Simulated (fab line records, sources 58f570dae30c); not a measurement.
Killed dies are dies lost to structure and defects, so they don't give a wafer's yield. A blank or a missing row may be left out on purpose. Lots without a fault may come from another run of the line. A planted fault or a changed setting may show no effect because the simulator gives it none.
A struck lot beside a sound one | flow berkeley_cmos170 | 20 steps out of a route of 331
Sound: wafers L381.1, L381.4, L381.5. Struck: wafers L385.2, L385.5, L385.6. The cause comes at the end.
At each step with rows: each side's tool, then ch and its chambers, then its first start. Under that, the readings that differ: sound wafers | struck wafers | difference of the means | sigmas: that difference in standard deviations of wafers without a fault.
alike: readings whose means differ by less than 2 such deviations, and words and numbers that are the same on both sides. not compared: withheld readings, readings that some wafer has no value for, bounds like >300 that may hide the same value, and numbers for which the record gives no deviation and whose values overlap.
The two part at a step that has a row with sigmas, a row that says differs or no value, or rows on one side only. Numbers that don't overlap but have no deviation are shown without sigmas and don't part them. A reading that every wafer of one side lacks parts them only if that side has two wafers or more.

first, 5 steps without rows for these wafers: UCB170_WELLDRIVE_ANNEAL_03 (time 900 s); UCB170_WELLDRIVE_WET_ETCH_04 (etches SiO2 in BOE, time 120 s); UCB170_ACTIVE_CLEAN_00 (cleans in SPM, time 600 s); UCB170_ACTIVE_CLEAN_01 (cleans in dHF, time 60 s); UCB170_ACTIVE_OXIDATION_02 (target thk 26.4 nm, ox time 1260 s).
UCB170_ACTIVE_THK_MEAS_03:
  sound on film_metro-01, day 4 12:33; struck on film_metro-03, day 5 14:30
  reading               | sound          | struck         | difference | sigmas
  ACTIVE_OXIDE_THK (nm) | 27.6 27.3 27.3 | 25.9 26.1 26.1 | -1.4       | -3
then, 2 steps without rows for these wafers: UCB170_ACTIVE_ANNEAL_04 (time 900 s); UCB170_ACTIVE_CVD_05 (deposits Si3N4 from SiH2Cl2/NH3, target thk 220 nm, time 3300 s).
UCB170_ACTIVE_THK_MEAS_06:
  sound on film_metro-01, day 4 21:11; struck on film_metro-04, day 5 20:25
  alike: ACTIVE_NITRIDE_THK
then, 3 steps without rows for these wafers: UCB170_ACTIVE_HMDS_07 (prime time 60 s); UCB170_ACTIVE_COAT_08 (resist thk 900 nm); UCB170_ACTIVE_SOFTBAKE_09 (time 60 s).
UCB170_ACTIVE_EXPOSE_10: exposes mask ACTIVE, target cd 1200 nm.
  sound on krf_scanner-02 ch 0, day 4 21:53; struck on krf_scanner-01 ch 0, day 5 21:18
  reading | sound                      | struck                              | difference | sigmas
  mask    | ACTIVE#0 ACTIVE#0 ACTIVE#0 | ACTIVE_R1#0 ACTIVE_R1#0 ACTIVE_R1#0 | differs    |
then, 2 steps without rows for these wafers: UCB170_ACTIVE_PEB_11; UCB170_ACTIVE_DEVELOP_12 (develop time 45 s).
UCB170_ACTIVE_CD_MEAS_13: target cd 1200 nm.
  sound on cd_sem-02, day 4 22:29; struck on cd_sem-01, day 5 21:41
  reading    | sound                | struck               | difference | sigmas
  cd_nm (nm) | 1201.3 1201.0 1200.6 | 1381.5 1380.1 1380.6 | +179.8     | +99 or more
UCB170_ACTIVE_OVL_MEAS_14:
  sound on overlay-01, day 4 22:36; struck on overlay-01, day 5 21:48
  alike: ACTIVE_OVL
UCB170_ACTIVE_ETCH_15: etches Si3N4 in CH3F/Ar/O2, stops on SiO2, target depth 242 nm, time 151 s.
  sound on rie_diel-02 ch 0,3, day 4 22:38; struck on rie_diel-01 ch 1,2,3, day 5 21:50
  reading                 | sound          | struck         | difference | sigmas
  model.ACTIVE.cd_nm (nm) | 1201 1201 1201 | 1381 1380 1381 | +180       |
  alike: drypump_motor_current_A, oes_product_au, throttle_valve_pct
  not compared: rf_hours_counter_h
UCB170_ACTIVE_STRIP_16: strips in O2.
  sound on plasma_asher-03 ch 0,1, day 4 22:44; struck on plasma_asher-02 ch 0,1, day 5 21:56
  alike: drypump_motor_current_A, oes_product_au, strip_time_to_endpoint_s
  not compared: rf_hours_counter_h
-- the record jumps here: 4 days lie between the struck wafers' starts before and after (it left off in module ACTIVE and takes up again in module M3, whose first step shown is number 331 of the route) --
UCB170_M3_PROBE_99:
  sound on prober-02, day 8 22:19; struck on prober-01, day 10 06:53
  reading                             | sound             | struck            | difference | sigmas
  model.etest.pldd.line_ohm_um        | 1763 1751 1753    | 1382 1256 1297    | -444       |
  model.etest.nldd.line_ohm_um        | 1240 1235 1231    | 987.1 995.7 981.8 | -247.1     |
  model.etest.pplus_sal.width_nm (nm) | 738.2 723 707.5   | 911.1 930.5 932.6 | +201.8     |
  model.etest.nplus_sal.width_nm (nm) | 739.7 721.7 709   | 910.9 931.1 930.8 | +200.8     |
  model.etest.pldd.width_nm (nm)      | 622.4 638 628.3   | 796.6 804.4 805.3 | +172.5     |
  model.etest.nldd.width_nm (nm)      | 618.8 635.2 630.1 | 794.5 797.5 798.6 | +168.8     |
  model.etest.nmos_narrow.drive_ua_um | 366.1 378.1 371.9 | 441.4 443.4 446.2 | +71.6      |
  model.etest.pmos_narrow.drive_ua_um | 147.5 151 150.2   | 174.8 180.6 175.4 | +27.4      |

WHERE THEY PART
First at UCB170_ACTIVE_THK_MEAS_03; last, within this record, at UCB170_ACTIVE_CD_MEAS_13. Later steps at which nothing parts them and some readings are alike: UCB170_ACTIVE_OVL_MEAS_14, UCB170_ACTIVE_ETCH_15, UCB170_ACTIVE_STRIP_16.

WHY: what the simulator had put in
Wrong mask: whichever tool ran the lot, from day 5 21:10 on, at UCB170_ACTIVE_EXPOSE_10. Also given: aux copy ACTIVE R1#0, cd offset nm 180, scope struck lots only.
